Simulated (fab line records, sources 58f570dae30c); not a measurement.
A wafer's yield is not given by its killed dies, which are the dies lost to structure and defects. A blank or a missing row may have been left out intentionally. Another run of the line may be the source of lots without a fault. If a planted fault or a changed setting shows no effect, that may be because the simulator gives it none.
One fault through the eyes of 2 desks ; flow berkeley_cmos170 ; each desk holds nothing but its own numbers, with what lay behind them at the end

TOOL OWNER'S DESK, pvd_sputter-03
The tool's own readings at UCB170_M2_SPUTTER_01 (material Al, target thk 900 nm, time 120 s): means of the sampled wafers that have a number, for each lot that ran on this tool. Marked OUT: a lot whose mean sits more than 4 standard deviations from the usual mean, which makes it out of limits; the brackets give that distance.
Columns: A = chamber_pressure_pa at UCB170_M2_SPUTTER_01, usual 0.5000 Pa; B = throttle_valve_pct at UCB170_M2_SPUTTER_01, usual 29.7 %
lot;first seen here;A;B
L219;day 7 13:43;0.4988;28.7
L229;day 10 05:22;0.6330 (+99 or more) OUT;25.3
L231;day 10 13:50;0.6340 (+99 or more) OUT;25.1 (-4.2) OUT
This desk's verdict: out of limits on L229, L231, starting with L229 at day 10 05:22 (chamber_pressure_pa at UCB170_M2_SPUTTER_01). In limits: L219.

FROM THE METROLOGY DESK
Lot by lot, what the gauges showed, no matter which tool ran the lot: averages of those sampled wafers that carry a number. Marked OUT: a lot whose mean sits more than 4 standard deviations from the usual mean, which makes it out of limits; the brackets give that distance. Readings shown: 7 out of 11 (the first out of limits, and those lying furthest out on some lot).
Columns: A = cd_nm at UCB170_V1_CD_MEAS_12, usual 699.5 nm; B = cd_nm at UCB170_V1_CD_MEAS_90, usual 699.4 nm; C = M2_AL_RS at UCB170_M2_RS_MEAS_02, usual 0.0323 ohm/sq; D = M2_AL_THK at UCB170_M2_THK_MEAS_03, usual 892 nm; E = cd_nm at UCB170_M2_CD_MEAS_90, usual 700 nm; F = V2_TEOS_THK at UCB170_V2_THK_MEAS_01, usual 1999 nm; G = V2_POLISHED_THK at UCB170_V2_THK_MEAS_04, usual 999.9 nm
lot;first seen here;A;B;C;D;E;F;G
L219;day 7 13:05;697.4;696.4;0.0322;889;694;2010;1000.5
L228;day 9 17:57;699.3;698.8;0.0321;890;699;1974;1000.3
L229;day 10 04:40;699.5;699.1;0.0347 (+6.7) OUT;832 (-6.0) OUT;701;2005;1002.2
L231;day 10 13:16;700.6;700.9;0.0349 (+7.2) OUT;829 (-6.3) OUT;694;2026;999.3
L232;day 10 19:19;700.4;701.1;0.0320;898;705;2051;1000.3
L236;day 11 10:44;700.5;700.9;0.0325;888;704;1982;998.0
This desk's result: L229, L231 out of limits, first on L229 (M2_AL_RS at UCB170_M2_RS_MEAS_02), day 10 05:28. In limits: L219, L228, L232, L236.

BROUGHT TOGETHER
The tool owner's desk had the chance to raise an alarm at day 10 05:22 on L229, L231.
At day 10 05:28 the metrology desk could have sounded an alarm, on L229, L231.
On pvd_sputter-03, each named lot ran UCB170_M2_SPUTTER_01.

WHAT HAD BEEN PUT IN BY THE SIMULATOR
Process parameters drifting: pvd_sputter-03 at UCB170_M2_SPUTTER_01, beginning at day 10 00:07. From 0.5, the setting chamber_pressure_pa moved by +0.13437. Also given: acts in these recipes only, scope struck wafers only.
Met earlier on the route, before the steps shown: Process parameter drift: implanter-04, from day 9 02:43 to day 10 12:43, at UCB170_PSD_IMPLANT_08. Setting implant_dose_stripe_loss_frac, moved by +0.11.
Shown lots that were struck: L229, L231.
Fault start to first reading out of limits, in hours, per desk: tool owner, 5; metrology, 5.
